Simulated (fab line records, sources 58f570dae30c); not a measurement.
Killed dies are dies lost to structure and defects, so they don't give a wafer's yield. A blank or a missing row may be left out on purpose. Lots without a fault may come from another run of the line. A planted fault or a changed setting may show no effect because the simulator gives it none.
fab line records | flow berkeley_cmos170
record lots=13 wafers=39 last_day=13
route steps=331 shown SILICIDE@211
lots that met no fault: from a run of the same line without faults
start_h: hours from the record's first day to the start of the lot's first wafer shown | wait_h: hours since the lot's step before | " the same as in the row above | L1.1+2: a row that stands for several wafers | - no value, or no start given | * or withheld: withheld | < > ~ a bound
route shown NAME@n: a module of which the file shows steps, and the number in the route of the first | usual: mean/standard deviation of fault-free wafers | same: alike in all rows | chamber/n: place in a boat | sites: the reading at each site | _std_site: their standard deviation | _edge_site: outer sites' mean less inner sites' | radius_mm: how far each site lies from the wafer's centre | mask NAME#n: copy n | behind: the tool/chamber that last shaped the wafer | hold: why the lot was held/for how many hours/how that ended | device: the transistor (n, p or np) that didn't switch | end of line: the same wafers' tests at the end of the route | a step without rows: its recipe alone | killed: dies lost to structure and defects at the first sort, not the wafer's yield | map: a wafer's dies, x killed, . not, _ none there
set.NAME: the setting as run; set.NAME@STEP: as run at that earlier step | model.NAME: the simulator's own value behind a step, which no gauge read
steps of the route over a sample of lots; a table a step, a row a wafer
services: from which hour (start_h, from the record's first day; less than 0 if before it) a tool's chamber was out of use, for how many hours, and why
## steps
# step UCB170_SILICIDE_SPUTTER_01
# recipe material=Ti target_thk_nm=30 time_s=25 power_w=1500 chamber_pressure_pa=0.5
# usual chamber_pressure_pa=0.5000/0.001 throttle_valve_pct=30.0/0.83
# columns lot.wafer tool chamber start_h wait_h chamber_pressure_pa throttle_valve_pct
L501.1 pvd_sputter-01 - 165.64 0.0 0.5003 30.4
L501.2 " - " " 0.5003 30.0
L501.4 " - " " 0.5006 28.0
L504.2 pvd_sputter-02 - 175.21 0.0 0.5038 30.2
L504.3 " - " " 0.5009 29.1
L504.5 " - " " 0.5009 29.5
L503.1 pvd_sputter-02 - 176.13 0.0 0.5014 30.4
L503.3 " - " " 0.5019 29.1
L503.4 " - " " 0.5002 31.3
L506.1 pvd_sputter-03 - 184.90 0.0 0.4999 30.3
L506.3 " - " " 0.5006 31.1
L506.6 " - " " 0.4992 31.2
L507.1 pvd_sputter-01 - 194.82 0.0 0.4989 30.5
L507.3 " - " " 0.5011 27.9
L507.4 " - " " 0.4997 30.3
L508.4 pvd_sputter-01 - 195.72 0.0 0.5000 28.1
L508.5 " - " " 0.4998 30.3
L508.6 " - " " 0.4992 28.2
L511.1 pvd_sputter-01 - 211.22 0.0 0.4988 30.5
L511.2 " - " " 0.4982 29.5
L511.3 " - " " 0.5008 28.3
L512.2 pvd_sputter-03 - 212.08 0.0 0.5000 30.9
L512.3 " - " " 0.4992 30.4
L512.6 " - " " 0.5000 30.0
L513.2 pvd_sputter-01 - 217.98 0.0 0.5000 29.4
L513.4 " - " " 0.4986 28.3
L513.5 " - " " 0.4994 28.4
L515.2 pvd_sputter-01 - 234.94 0.0 0.5002 30.3
L515.3 " - " " 0.5001 29.6
L515.5 " - " " 0.5018 30.5
L516.3 pvd_sputter-02 - 235.07 0.0 0.5004 30.3
L516.4 " - " " 0.4990 29.7
L516.5 " - " " 0.5009 29.1
L524.1 pvd_sputter-03 - 283.16 0.0 0.5018 30.6
L524.3 " - " " 0.5000 31.2
L524.5 " - " " 0.4998 30.1
L523.3 pvd_sputter-03 - 283.86 0.0 0.4997 30.1
L523.5 " - " " 0.4991 30.3
L523.6 " - " " 0.4970 30.0
# step UCB170_SILICIDE_RS_MEAS_02
# recipe thk_meas_gauge=four-point-probe reads=Ti_of_SILICIDE_SPUTTER_01
# usual SILICIDE_TI_RS=26.1/0.31
# columns lot.wafer tool chamber start_h wait_h SILICIDE_TI_RS[ohm/sq]
L501.1 film_metro-03 - 165.67 0.0 26.4
L501.2 " - " " 26.6
L501.4 " - " " 26.2
L504.2 film_metro-02 - 175.26 0.0 26.5
L504.3 " - " " 26.3
L504.5 " - " " 26.2
L503.1 film_metro-02 - 176.16 0.0 26.1
L503.3 " - " " 26.0
L503.4 " - " " 26.0
L506.1 film_metro-02 - 184.94 0.0 26.1
L506.3 " - " " 26.2
L506.6 " - " " 26.1
L507.1 film_metro-04 - 194.85 0.0 26.2
L507.3 " - " " 26.2
L507.4 " - " " 26.5
L508.4 film_metro-02 - 195.81 0.1 25.9
L508.5 " - " " 26.1
L508.6 " - " " 25.9
L511.1 film_metro-04 - 211.25 0.0 26.6
L511.2 " - " " 26.5
L511.3 " - " " 26.7
L512.2 film_metro-03 - 212.13 0.0 25.8
L512.3 " - " " 26.2
L512.6 " - " " 26.0
L513.2 film_metro-02 - 218.04 0.0 26.1
L513.4 " - " " 26.3
L513.5 " - " " 26.1
L515.2 film_metro-02 - 234.99 0.0 26.1
L515.3 " - " " 14.6
L515.5 " - " " 26.1
L516.3 film_metro-03 - 235.16 0.1 26.3
L516.4 " - " " 26.5
L516.5 " - " " 26.2
L524.1 film_metro-04 - 283.19 0.0 26.2
L524.3 " - " " 25.8
L524.5 " - " " 25.9
L523.3 film_metro-03 - 283.93 0.1 26.4
L523.5 " - " " 26.2
L523.6 " - " " 26.6
# step UCB170_SILICIDE_THK_MEAS_03
# recipe thk_meas_gauge=xrf reads=Ti_of_SILICIDE_SPUTTER_01
# usual SILICIDE_TI_THK=30.4/0.33
# columns lot.wafer tool chamber start_h wait_h SILICIDE_TI_THK[nm]
L501.1 film_metro-03 - 165.79 0.1 30.5
L501.2 " - " " 30.1
L501.4 " - " " 30.4
L504.2 film_metro-02 - 175.37 0.1 30.1
L504.3 " - " " 30.3
L504.5 " - " " 30.4
L503.1 film_metro-02 - 176.28 0.1 30.4
L503.3 " - " " 30.5
L503.4 " - " " 30.7
L506.1 film_metro-02 - 185.06 0.1 30.6
L506.3 " - " " 30.3
L506.6 " - " " 30.5
L507.1 film_metro-04 - 194.97 0.1 30.3
L507.3 " - " " 30.2
L507.4 " - " " 29.8
L508.4 film_metro-02 - 195.90 0.1 30.6
L508.5 " - " " 30.4
L508.6 " - " " 30.6
L511.1 film_metro-04 - 211.37 0.1 29.9
L511.2 " - " " 29.9
L511.3 " - " " 29.7
L512.2 film_metro-03 - 212.24 0.1 30.8
L512.3 " - " " 30.5
L512.6 " - " " 30.6
L513.2 film_metro-02 - 218.15 0.1 30.5
L513.4 " - " " 30.5
L513.5 " - " " 30.6
L515.2 film_metro-02 - 235.10 0.1 30.5
L515.3 " - " " 50.4
L515.5 " - " " 30.4
L516.3 film_metro-03 - 235.26 0.1 30.5
L516.4 " - " " 30.3
L516.5 " - " " 30.5
L524.1 film_metro-04 - 283.31 0.1 30.6
L524.3 " - " " 31.0
L524.5 " - " " 30.5
L523.3 film_metro-03 - 284.03 0.1 30.4
L523.5 " - " " 30.6
L523.6 " - " " 30.2
## services
# columns tool chamber start_h hours kind
pvd_sputter-03 - 159.14 1.9 repair
pvd_sputter-01 - 175.51 13.6 repair
pvd_sputter-02 - 180.33 28.4 repair
pvd_sputter-03 - 203.23 5.4 repair
## key
first_sign step=UCB170_SILICIDE_RS_MEAS_02 reading=SILICIDE_TI_RS direction=down sigmas=37 usual=26.1 struck=14.6
effect step=UCB170_SILICIDE_THK_MEAS_03 reading=SILICIDE_TI_THK direction=up sigmas=60 usual=30.4 struck=50.4
met_at UCB170_SILICIDE_SPUTTER_01
struck_lots L515
struck_wafers L515.3
tester_left_out L515
onset_between 217.98 234.94
fault kind=process_parameter_drift tool=pvd_sputter-01 chamber=- onset_h=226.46 steps=UCB170_SILICIDE_SPUTTER_01 channel=time_s offset=* shape=step end_h=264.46 acts_in=* stated=* scope=struck_wafers_only
# tester_left_out: of these lots the tester's yield and bins aren't shown, on N5 and GAA mostly nor the transistor test; their killed dies are dies lost to structure and defects alone, not to doping, threshold or leakage, so they don't give the yield
